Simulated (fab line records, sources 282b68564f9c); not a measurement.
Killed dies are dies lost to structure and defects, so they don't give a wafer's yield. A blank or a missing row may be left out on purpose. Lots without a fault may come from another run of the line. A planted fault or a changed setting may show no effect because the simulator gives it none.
Which tool did it? | flow rit_cmos | 14 lots, 42 wafers sampled, at 5 steps of a route of 202

WHAT THE GAUGES READ, wafer by wafer
RIT_NSD_OVL_MEAS_06.
lot  | measured    | on         | NSD_OVL (nm)
L487 | day 2 23:01 | overlay-01 | 2.8 0.2 2.2
L488 | day 3 03:11 | overlay-02 | -0.9 -0.9 1.0
L489 | day 3 09:58 | overlay-01 | 0.4 1.0 1.5
L490 | day 3 16:08 | overlay-01 | 2.6 2.5 0.5
L492 | day 3 23:02 | overlay-01 | 1.2 1.9 2.2
L493 | day 4 04:06 | overlay-01 | 0.4 1.3 1.5
L495 | day 4 16:28 | overlay-01 | 0.9 1.1 1.3
L500 | day 5 17:59 | overlay-02 | 0.1 1.1 0.6
L501 | day 5 21:35 | overlay-02 | -0.6 0.6 2.0
L502 | day 6 04:43 | overlay-02 | 1.9 0.9 2.5
L503 | day 6 07:37 | overlay-02 | 0.9 0.1 0.0
L505 | day 6 18:31 | overlay-02 | -1.1 1.2 0.4
L508 | day 7 07:45 | overlay-02 | 1.9 1.0 2.7
L510 | day 7 19:02 | overlay-01 | 0.7 1.9 0.2

RIT_SDANNEAL_RS_MEAS_04: measures by four-point-probe.
lot  | measured    | on            | PSD_RS (ohm/sq)
L487 | day 3 01:39 | film_metro-04 | 115.54 115.82 115.63
L488 | day 3 05:38 | film_metro-04 | 115.78 115.18 115.95
L489 | day 3 12:30 | film_metro-02 | 115.90 115.89 116.09
L490 | day 3 18:46 | film_metro-04 | 115.69 115.86 116.20
L492 | day 4 01:47 | film_metro-02 | 115.85 115.78 115.86
L493 | day 4 06:40 | film_metro-02 | 115.35 115.49 116.13
L495 | day 4 19:07 | film_metro-03 | 115.56 115.76 115.48
L500 | day 5 20:28 | film_metro-02 | 121.45 121.23 121.43
L501 | day 6 00:09 | film_metro-02 | 116.08 116.06 116.25
L502 | day 6 07:08 | film_metro-02 | 121.45 120.75 121.15
L503 | day 6 10:04 | film_metro-04 | 116.15 115.57 115.79
L505 | day 6 20:58 | film_metro-03 | 115.50 115.48 115.54
L508 | day 7 10:26 | film_metro-04 | 115.55 115.72 115.64
L510 | day 7 21:29 | film_metro-04 | 115.50 115.81 115.50

RIT_SDANNEAL_RS_MEAS_06: measures by four-point-probe.
lot  | measured    | on            | PLDD_RS (ohm/sq)
L487 | day 3 01:53 | film_metro-04 | 178.2 178.3 178.5
L488 | day 3 05:53 | film_metro-04 | 178.4 178.5 178.1
L489 | day 3 12:44 | film_metro-02 | 178.7 178.8 178.5
L490 | day 3 19:01 | film_metro-04 | 178.9 178.8 179.0
L492 | day 4 02:01 | film_metro-02 | 177.6 178.6 178.2
L493 | day 4 06:54 | film_metro-02 | 179.0 178.8 178.7
L495 | day 4 19:22 | film_metro-03 | 177.9 177.9 178.3
L500 | day 5 20:42 | film_metro-02 | 183.8 184.2 183.5
L501 | day 6 00:23 | film_metro-02 | 179.0 178.4 178.7
L502 | day 6 07:23 | film_metro-02 | 182.9 182.8 182.9
L503 | day 6 10:19 | film_metro-04 | 179.0 178.6 178.0
L505 | day 6 21:12 | film_metro-03 | 177.9 178.5 178.6
L508 | day 7 10:41 | film_metro-04 | 178.0 178.5 178.0
L510 | day 7 21:43 | film_metro-04 | 178.0 178.0 177.9

WHICH TOOL RAN EACH LOT (tool, then ch and the chambers of the sampled wafers, then the start)
lot  | RIT_NLDD_STRIP_09                   | RIT_SDANNEAL_RTA_03
L487 | plasma_asher-01 ch 0,1, day 2 17:28 | rtp_anneal-01 ch 0, day 3 01:35
L488 | plasma_asher-01 ch 0,1, day 2 22:02 | rtp_anneal-02 ch 0, day 3 05:33
L489 | plasma_asher-01 ch 1, day 3 04:28   | rtp_anneal-01 ch 0, day 3 12:27
L490 | plasma_asher-03 ch 1, day 3 10:01   | rtp_anneal-02 ch 0, day 3 18:42
L492 | plasma_asher-01 ch 0,1, day 3 18:02 | rtp_anneal-02 ch 0, day 4 01:43
L493 | plasma_asher-01 ch 0,1, day 3 22:45 | rtp_anneal-01 ch 0, day 4 06:35
L495 | plasma_asher-03 ch 0,1, day 4 10:24 | rtp_anneal-01 ch 0, day 4 19:02
L500 | plasma_asher-02 ch 0,1, day 5 11:20 | rtp_anneal-02 ch 0, day 5 20:23
L501 | plasma_asher-01 ch 0,1, day 5 16:14 | rtp_anneal-01 ch 0, day 6 00:04
L502 | plasma_asher-01 ch 0,1, day 5 23:32 | rtp_anneal-02 ch 0, day 6 07:04
L503 | plasma_asher-03 ch 0,1, day 6 02:35 | rtp_anneal-01 ch 0, day 6 10:00
L505 | plasma_asher-01 ch 0,1, day 6 13:19 | rtp_anneal-01 ch 0, day 6 20:53
L508 | plasma_asher-03 ch 0,1, day 7 02:35 | rtp_anneal-01 ch 0, day 7 10:22
L510 | plasma_asher-03 ch 0,1, day 7 13:52 | rtp_anneal-01 ch 0, day 7 21:25
- RIT_NLDD_STRIP_09: strips in O2, time 180 s.
- RIT_SDANNEAL_RTA_03: time 5 s.

WHAT THE TOOLS THEMSELVES READ (means of the sampled wafers that have a number; where no wafer has one, the mark that the record gives instead)
RIT_NLDD_STRIP_09.
lot  | tool            | drypump_motor_current_A (A)
L487 | plasma_asher-01 | 5.7
L488 | plasma_asher-01 | 5.5
L489 | plasma_asher-01 | 6.0
L490 | plasma_asher-03 | 6.1
L492 | plasma_asher-01 | 5.5
L493 | plasma_asher-01 | 5.4
L495 | plasma_asher-03 | 5.6
L500 | plasma_asher-02 | 5.3
L501 | plasma_asher-01 | 5.4
L502 | plasma_asher-01 | 5.5
L503 | plasma_asher-03 | 5.3
L505 | plasma_asher-01 | 5.7
L508 | plasma_asher-03 | 5.3
L510 | plasma_asher-03 | 5.3

RIT_SDANNEAL_RTA_03.
lot  | tool          | wafer_temp_C_max
L487 | rtp_anneal-01 | 1053.2
L488 | rtp_anneal-02 | 1053.5
L489 | rtp_anneal-01 | 1052.4
L490 | rtp_anneal-02 | 1055.2
L492 | rtp_anneal-02 | 1053.1
L493 | rtp_anneal-01 | 1053.1
L495 | rtp_anneal-01 | 1053.3
L500 | rtp_anneal-02 | 1046.4
L501 | rtp_anneal-01 | 1054.2
L502 | rtp_anneal-02 | 1045.4
L503 | rtp_anneal-01 | 1053.3
L505 | rtp_anneal-01 | 1055.0
L508 | rtp_anneal-01 | 1052.5
L510 | rtp_anneal-01 | 1052.7

THE ANSWER, worked out from the rows above alone
Rule: what is usual is taken from the lots themselves. Put in order of their means at a reading, lots are off if they are a third of the lots or fewer, leave a main group of 4 or more, and stand apart from it by a gap of 3 or more times the standard deviation of the main group's means; of several such gaps the widest counts. A main group whose means are all the same, to the digits that the tables above print for the reading, isn't used. A lot without any number at a reading at which 4 lots or more have one is off too. The other lots that the step has rows for count as sound. The gauges are gone through in route order, then the tools' own readings, and for those a lot's mean is taken as printed above. The first step at which some lot is off is used, and at that step the reading that is off furthest; a lot without a number counts as furthest.
Off: L500, L502, at RIT_SDANNEAL_RS_MEAS_04 (PSD_RS). The main group: mean 115.75 ohm/sq, standard deviation 0.18.
A tool fits if, at a process step before that reading, it ran every lot that is off, and no sound lot after the first of them. The gauges at RIT_SDANNEAL_RS_MEAS_04 aren't tried: what is off there is off at RIT_SDANNEAL_RTA_03 too, on other tools, and a gauge's error can't cause that. One fits: rtp_anneal-02 at RIT_SDANNEAL_RTA_03. Its last sound lot is L492 (day 4 01:43), its first lot that is off L500 (day 5 20:23): a fault that began between those two fits.
The tool's own readings at RIT_SDANNEAL_RTA_03 bear it out: on the lots that are off they differ by more than 5 times the standard deviation of the sound lots' means. wafer_temp_C_max reads 1045.9 there against 1053.5 on the sound lots.

WHAT THE SIMULATOR HAD PUT IN
Process parameter drift: rtp_anneal-02, from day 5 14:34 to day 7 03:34, at RIT_SDANNEAL_RTA_03. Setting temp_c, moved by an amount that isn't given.
Lots struck among those shown: L500, L502. The rule above found the same.
